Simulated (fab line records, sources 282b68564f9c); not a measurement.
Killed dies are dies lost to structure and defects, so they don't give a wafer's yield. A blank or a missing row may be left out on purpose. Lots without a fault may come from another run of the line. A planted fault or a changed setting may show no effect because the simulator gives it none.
A struck lot beside a sound one | flow rit_cmos | 15 steps out of a route of 202
Sound: wafers L973.3, L973.5, L973.6. Struck: wafers L957.1, L957.2, L957.5. The cause comes at the end.
At each step with rows: each side's tool, then ch and its chambers, then its first start. Under that, the readings that differ: sound wafers | struck wafers | difference of the means | sigmas: that difference in standard deviations of wafers without a fault.
alike: readings whose means differ by less than 2 such deviations, and words and numbers that are the same on both sides. not compared: withheld readings, readings that some wafer has no value for, bounds like >300 that may hide the same value, and numbers for which the record gives no deviation and whose values overlap.
The two part at a step that has a row with sigmas, a row that says differs or no value, or rows on one side only. Numbers that don't overlap but have no deviation are shown without sigmas and don't part them. A reading that every wafer of one side lacks parts them only if that side has two wafers or more.

first, 1 step without rows for these wafers: RIT_NSD_IMPLANT_08.
RIT_NSD_STRIP_09: strips in O2, time 180 s.
  sound on plasma_asher-03 ch 0,1, day 7 08:16; struck on plasma_asher-03 ch 0,1, day 4 00:11
  alike: chamber_pressure_mTorr, drypump_motor_current_A, rf_refl_power_W
  not compared: rf_hours_counter_h
RIT_NSD_TW_MEAS_10:
  sound on film_metro-03, day 7 08:25; struck on film_metro-03, day 4 00:21
  alike: NSD_TW
then, 6 steps without rows for these wafers: RIT_PSD_HMDS_00 (prime time 60 s); RIT_PSD_COAT_01 (resist thk 1000 nm); RIT_PSD_SOFTBAKE_02 (time 60 s); RIT_PSD_EXPOSE_03 (exposes mask M10, target cd 40900 nm); RIT_PSD_PEB_04; RIT_PSD_DEVELOP_05 (develop time 50 s).
RIT_PSD_OVL_MEAS_06:
  sound on overlay-01, day 7 09:43; struck on overlay-02, day 4 01:16
  alike: PSD_OVL
then, 2 steps without rows for these wafers: RIT_PSD_HARDBAKE_07 (time 60 s); RIT_PSD_IMPLANT_08.
RIT_PSD_STRIP_09: strips in O2, time 180 s.
  sound on plasma_asher-02 ch 0,1, day 7 10:06; struck on plasma_asher-03 ch 0,1, day 4 01:36
  no value came back on the struck wafers for chamber_pressure_mTorr (mTorr), drypump_motor_current_A (A), rf_refl_power_W (W); on the sound wafers chamber_pressure_mTorr (mTorr) reads 4010 4001 3998
  reading                                  | sound | struck            | difference | sigmas
  model.NOVOLAK_of_PSD_COAT_01.thk_nm (nm) | 0 0 0 | 886.9 889.7 889.5 | +888.7     |
  not compared: rf_hours_counter_h
RIT_PSD_TW_MEAS_10:
  sound on film_metro-04, day 7 10:14; struck on film_metro-02, day 4 01:47
  reading | sound          | struck         | difference | sigmas
  PSD_TW  | 3415 3424 3410 | 3343 3335 3356 | -72        | -2
RIT_M1_PROBE_99:
  the record has rows for the struck wafers here (prober-01, day 4 09:53) and none for the sound ones

WHERE THEY PART
First at RIT_PSD_STRIP_09; last, within this record, at RIT_M1_PROBE_99.

WHY: what the simulator had put in
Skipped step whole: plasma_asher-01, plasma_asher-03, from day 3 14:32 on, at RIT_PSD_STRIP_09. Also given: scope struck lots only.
